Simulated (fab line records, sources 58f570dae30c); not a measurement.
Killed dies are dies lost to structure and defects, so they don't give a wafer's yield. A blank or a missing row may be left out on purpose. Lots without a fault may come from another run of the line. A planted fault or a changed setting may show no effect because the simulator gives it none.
Chamber matching | flow berkeley_cmos170 | UCB170_SPACER_ETCHBACK_03 on rie_diel-04: 4 sister chambers
The step etches SiO2 in CHF3/CF4/Ar, stops on Si, target depth 376 nm, time 100 s. 4 wafers are shown with their chamber, then 7 later ones without.

WAFERS WITH THEIR CHAMBER
wafer  | chamber | throttle_valve_pct (%)
L694.4 | 3       | 6.48
L701.4 | 2       | 6.61
L707.1 | 1       | 6.30
L707.2 | 0       | 6.31

WAFERS WITHOUT THEIR CHAMBER
wafer  | throttle_valve_pct (%)
L707.3 | 6.58
L711.1 | 6.30
L711.2 | 6.48
L711.6 | 6.30
L713.2 | 6.48
L713.5 | 6.30
L713.6 | 6.30

WHICH CHAMBER EACH WENT THROUGH
wafer  | from the rows above     | in truth
L707.3 | 2                       | 2
L711.1 | can't be placed: 1 or 0 | 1
L711.2 | 3                       | 3
L711.6 | can't be placed: 1 or 0 | 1
L713.2 | 3                       | 3
L713.5 | can't be placed: 1 or 0 | 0
L713.6 | can't be placed: 1 or 0 | 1
Placed correctly: 3 of 7. Can't be placed from these rows: 4 (the true chamber is among the candidates in 4). Placed wrongly: 0.
How it was worked out, from the rows above alone: a wafer's distance from a chamber is the root of the sum, over the readings, of the square of ((its reading less the chamber's mean) divided by the reading's scatter). The wafer belongs to the nearest chamber; if the next one is less than 2 further off, it can't be placed. A chamber's mean is the mean of its shown wafers. The scatter: with one shown wafer a chamber, the root of the mean of the squares of how far each hidden wafer lies from its nearest shown one.
